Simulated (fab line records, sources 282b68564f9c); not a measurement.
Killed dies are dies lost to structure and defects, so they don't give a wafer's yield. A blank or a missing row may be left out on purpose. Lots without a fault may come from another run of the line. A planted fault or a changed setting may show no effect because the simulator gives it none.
fab line records | flow rit_cmos
record lots=14 wafers=42 last_day=8
route steps=202 shown ACTIVE@3 PRETRO@72 M1@202
lots that met no fault: from a run of the same line without faults
start_h: hours from the record's first day to the start of the lot's first wafer shown | wait_h: hours since the lot's step before | " the same as in the row above | L1.1+2: a row that stands for several wafers | - no value, or no start given | * or withheld: withheld | < > ~ a bound
route shown NAME@n: a module of which the file shows steps, and the number in the route of the first | usual: mean/standard deviation of fault-free wafers | same: alike in all rows | chamber/n: place in a boat | sites: the reading at each site | _std_site: their standard deviation | _edge_site: outer sites' mean less inner sites' | radius_mm: how far each site lies from the wafer's centre | mask NAME#n: copy n | behind: the tool/chamber that last shaped the wafer | hold: why the lot was held/for how many hours/how that ended | device: the transistor (n, p or np) that didn't switch | end of line: the same wafers' tests at the end of the route | a step without rows: its recipe alone | killed: dies lost to structure and defects at the first sort, not the wafer's yield | map: a wafer's dies, x killed, . not, _ none there
set.NAME: the setting as run; set.NAME@STEP: as run at that earlier step | model.NAME: the simulator's own value behind a step, which no gauge read
steps of the route over a sample of lots; a table a step, a row a wafer
services: from which hour (start_h, from the record's first day; less than 0 if before it) a tool's chamber was out of use, for how many hours, and why
## steps
# step RIT_ACTIVE_THK_MEAS_02
# recipe reads=SiO2_of_ACTIVE_OXIDATION_01
# usual ACTIVE_OXIDE_THK=46.2/0.95
# columns lot.wafer tool chamber start_h wait_h ACTIVE_OXIDE_THK[nm]
L788.1 film_metro-02 - 12.77 0.0 47.5
L788.4 " - " " 47.7
L788.5 " - " " 47.8
L789.1 film_metro-01 - 17.05 0.0 47.7
L789.2 " - " " 48.5
L789.4 " - " " 47.6
L790.1 film_metro-01 - 22.59 0.0 46.2
L790.2 " - " " 46.9
L790.3 " - " " 47.0
L791.2 film_metro-02 - 28.85 0.0 45.2
L791.3 " - " " 45.1
L791.5 " - " " 45.5
L792.1 film_metro-02 - 32.10 0.0 46.7
L792.3 " - " " 46.1
L792.6 " - " " 45.3
L793.4 film_metro-01 - 40.99 0.0 47.6
L793.5 " - " " 48.5
L793.6 " - " " 47.6
L799.1 film_metro-02 - 68.93 0.0 45.9
L799.4 " - " " 46.2
L799.6 " - " " 46.3
L800.3 film_metro-02 - 72.21 0.0 45.9
L800.4 " - " " 45.1
L800.5 " - " " 46.0
L802.1 film_metro-02 - 82.05 0.0 46.3
L802.2 " - " " 45.6
L802.3 " - " " 46.5
L806.1 film_metro-02 - 102.05 0.0 46.5
L806.2 " - " " 46.9
L806.5 " - " " 46.6
L807.1 film_metro-01 - 107.05 0.0 45.7
L807.4 " - " " 45.5
L807.5 " - " " 46.3
L808.3 film_metro-01 - 113.30 0.0 43.7
L808.4 " - " " 44.2
L808.6 " - " " 43.9
L809.1 film_metro-02 - 117.05 0.0 46.5
L809.5 " - " " 47.3
L809.6 " - " " 46.2
L811.2 film_metro-01 - 127.67 0.0 44.8
L811.4 " - " " 45.4
L811.5 " - " " 45.4
# step RIT_ACTIVE_CD_MEAS_90
# recipe target_cd_nm=1400
# usual cd_nm=1399.5/2.2
# columns lot.wafer tool chamber start_h wait_h cd_nm
L788.1 cd_sem-02 - 16.11 0.1 1401.7
L788.4 " - " " 1401.7
L788.5 " - " " 1403.5
L789.1 cd_sem-02 - 20.21 0.1 1396.6
L789.2 " - " " 1394.7
L789.4 " - " " 1397.8
L790.1 cd_sem-02 - 25.55 0.1 1399.5
L790.2 " - " " 1402.9
L790.3 " - " " 1400.5
L791.2 cd_sem-02 - 31.95 0.1 1400.8
L791.3 " - " " 1397.5
L791.5 " - " " 1400.0
L792.1 cd_sem-01 - 35.35 0.1 1396.6
L792.3 " - " " 1396.7
L792.6 " - " " 1397.1
L793.4 cd_sem-01 - 44.69 0.1 1403.4
L793.5 " - " " 1401.8
L793.6 " - " " 1402.0
L799.1 cd_sem-02 - 71.89 0.1 1400.7
L799.4 " - " " 1402.3
L799.6 " - " " 1400.2
L800.3 cd_sem-01 - 75.73 0.1 1397.1
L800.4 " - " " 1397.2
L800.5 " - " " 1394.9
L802.1 cd_sem-02 - 85.02 0.1 1400.7
L802.2 " - " " 1401.8
L802.3 " - " " 1400.9
L806.1 cd_sem-02 - 105.45 0.1 1399.7
L806.2 " - " " 1398.9
L806.5 " - " " 1399.5
L807.1 cd_sem-02 - 110.02 0.1 1397.1
L807.4 " - " " 1397.1
L807.5 " - " " 1398.6
L808.3 cd_sem-02 - 116.28 0.1 1399.0
L808.4 " - " " 1401.4
L808.6 " - " " 1402.6
L809.1 cd_sem-02 - 120.76 0.1 1397.4
L809.5 " - " " 1400.6
L809.6 " - " " 1398.9
L811.2 cd_sem-01 - 132.15 0.1 1396.2
L811.4 " - " " 1397.2
L811.5 " - " " 1397.5
# step RIT_PRETRO_IMPLANT_08
# recipe species=B energy_kev=45 dose_cm2=1.2e+13 tilt_deg=7
# usual dose_ions_cm2=1.1998e+13/1.4e+10 faraday_current_uA=38.0/0.75
# columns lot.wafer tool chamber start_h wait_h dose_ions_cm2 faraday_current_uA
L788.1 implanter-04 0 34.46 0.2 1.2008e+13 37.0
L788.4 " 0 " " 1.199e+13 38.4
L788.5 " 0 " " 1.1982e+13 38.2
L789.1 implanter-03 0 42.18 0.2 1.199e+13 38.8
L789.2 " 0 " " 1.1995e+13 37.9
L789.4 " 0 " " 1.1993e+13 39.3
L790.1 implanter-03 0 49.18 0.2 1.1995e+13 37.9
L790.2 " 0 " " 1.1987e+13 38.9
L790.3 " 0 " " 1.1986e+13 39.6
L791.2 implanter-03 0 51.94 0.2 1.1976e+13 38.3
L791.3 " 0 " " 1.1993e+13 37.2
L791.5 " 0 " " 1.1991e+13 37.9
L792.1 implanter-02 0 59.81 0.2 1.2006e+13 37.3
L792.3 " 0 " " 1.2001e+13 37.3
L792.6 " 0 " " 1.2006e+13 38.3
L793.4 implanter-03 0 64.02 0.2 1.1991e+13 37.7
L793.5 " 0 " " 1.196e+13 37.5
L793.6 " 0 " " 1.1982e+13 38.1
L799.1 implanter-02 0 90.68 0.2 2.199e+13 68.6
L799.4 " 0 " " 2.1964e+13 70.0
L799.6 " 0 " " 2.1982e+13 70.7
L800.3 implanter-02 0 95.45 0.2 2.1967e+13 67.9
L800.4 " 0 " " 2.1987e+13 66.6
L800.5 " 0 " " 2.1979e+13 68.5
L802.1 implanter-02 0 102.41 0.2 2.1989e+13 70.3
L802.2 " 0 " " 2.1973e+13 70.0
L802.3 " 0 " " 2.1968e+13 68.8
L806.1 implanter-03 0 123.80 0.2 1.2024e+13 38.1
L806.2 " 0 " " 1.1986e+13 37.7
L806.5 " 0 " " 1.2006e+13 36.9
L807.1 implanter-04 0 127.61 0.2 1.2004e+13 38.1
L807.4 " 0 " " 1.2014e+13 38.2
L807.5 " 0 " " 1.1985e+13 36.9
L808.3 implanter-04 0 134.76 0.2 1.2023e+13 37.5
L808.4 " 0 " " 1.1998e+13 38.0
L808.6 " 0 " " 1.1995e+13 39.0
L809.1 implanter-04 0 139.58 0.2 1.2002e+13 38.4
L809.5 " 0 " " 1.1997e+13 38.8
L809.6 " 0 " " 1.2003e+13 38.0
L811.2 implanter-04 0 149.56 0.2 1.2017e+13 38.2
L811.4 " 0 " " 1.2014e+13 38.4
L811.5 " 0 " " 1.2004e+13 38.8
# step RIT_PRETRO_TW_MEAS_10
# usual PRETRO_TW=481.3/2.7
# columns lot.wafer tool chamber start_h wait_h PRETRO_TW
L788.1 film_metro-04 - 34.78 0.1 478.6
L788.4 " - " " 481.3
L788.5 " - " " 479.3
L789.1 film_metro-04 - 42.51 0.1 482.3
L789.2 " - " " 483.1
L789.4 " - " " 481.0
L790.1 film_metro-04 - 49.51 0.1 483.5
L790.2 " - " " 482.9
L790.3 " - " " 483.0
L791.2 film_metro-04 - 52.25 0.1 482.6
L791.3 " - " " 481.2
L791.5 " - " " 483.0
L792.1 film_metro-04 - 60.13 0.1 479.6
L792.3 " - " " 482.8
L792.6 " - " " 481.2
L793.4 film_metro-04 - 64.30 0.1 482.8
L793.5 " - " " 482.8
L793.6 " - " " 482.1
L799.1 film_metro-04 - 91.00 0.1 585.5
L799.4 " - " " 583.2
L799.6 " - " " 582.4
L800.3 film_metro-01 - 95.75 0.1 577.7
L800.4 " - " " 579.2
L800.5 " - " " 580.3
L802.1 film_metro-04 - 102.74 0.1 580.9
L802.2 " - " " 579.1
L802.3 " - " " 579.9
L806.1 film_metro-04 - 124.12 0.1 480.8
L806.2 " - " " 479.5
L806.5 " - " " 482.3
L807.1 film_metro-04 - 127.93 0.1 481.4
L807.4 " - " " 482.1
L807.5 " - " " 485.0
L808.3 film_metro-04 - 135.05 0.1 480.8
L808.4 " - " " 483.2
L808.6 " - " " 483.4
L809.1 film_metro-01 - 139.90 0.1 474.5
L809.5 " - " " 474.6
L809.6 " - " " 478.6
L811.2 film_metro-01 - 149.87 0.1 481.2
L811.4 " - " " 482.3
L811.5 " - " " 478.3
# step RIT_M1_PROBE_99
# usual killed_at_contacts=0.0/0.23 killed_at_front_end=7/3.1 killed_dies=7/3.1 killed_open=3.3/2 killed_short=3.5/1.9
# same gross_dies=264 killed_at_M0_to_M3=0 killed_at_M4_up=0 killed_at_back_side=0 killed_at_other=0
# columns lot.wafer tool chamber start_h wait_h killed_at_contacts killed_at_front_end killed_dies killed_open killed_short
L800.3 prober-02 - 122.85 0.2 0 4 4 1 3
L800.4 prober-02 - 122.90 0.2 0 10 10 2 8
L800.5 prober-02 - 122.95 0.2 0 12 12 5 7
# killed by level:class
L800.3 SILICIDE:geometric_particle:short=2 FOX1:geometric_particle:short=1 SPACER:geometric_particle:open=1
L800.4 GATE:geometric_particle:short=3 SILICIDE:geometric_particle:short=2 ACTIVE:geometric_particle:short=1 FOX1:geometric_particle:short=1 FOX2:geometric_particle:open=1 REOX:geometric_particle:open=1 REOX:geometric_particle:short=1
L800.5 REOX:geometric_particle:short=6 GATE:geometric_particle:open=3 ACTIVE:geometric_particle:open=1 FOX2:geometric_particle:open=1 GATE:geometric_particle:short=1
## services
# columns tool chamber start_h hours kind
implanter-04 - 53.26 6.6 repair
implanter-03 - 56.98 3.0 pm
implanter-04 - 59.89 2.8 pm
implanter-02 - 63.11 2.1 repair
implanter-02 - 69.34 3.1 repair
implanter-03 - 89.18 1.5 repair
implanter-02 - 96.11 2.3 repair
implanter-03 - 142.11 2.8 repair
## key
first_sign step=RIT_PRETRO_IMPLANT_08 reading=dose_ions_cm2 direction=up sigmas=99+ usual=1.1998e+13 struck=2.1978e+13
effect step=RIT_PRETRO_IMPLANT_08 reading=faraday_current_uA direction=up sigmas=42 usual=38.0 struck=69.0
effect step=RIT_PRETRO_TW_MEAS_10 reading=PRETRO_TW direction=up sigmas=37 usual=481.3 struck=580.9
met_at RIT_PRETRO_IMPLANT_08
struck_lots L799,L800,L802
tester_left_out L799,L800,L802
not_acting_at RIT_ACTIVE_THK_MEAS_02,RIT_ACTIVE_CD_MEAS_90
onset_between 59.81 90.68
fault kind=process_parameter_drift tool=implanter-02 chamber=- onset_h=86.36 steps=RIT_PRETRO_IMPLANT_08 channel=dose_cm2 offset=9.9812e+12 shape=step end_h=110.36 acts_in=these_recipes_only stated=1.2e+13
# tester_left_out: of these lots the tester's yield and bins aren't shown, on N5 and GAA mostly nor the transistor test; their killed dies are dies lost to structure and defects alone, not to doping, threshold or leakage, so they don't give the yield
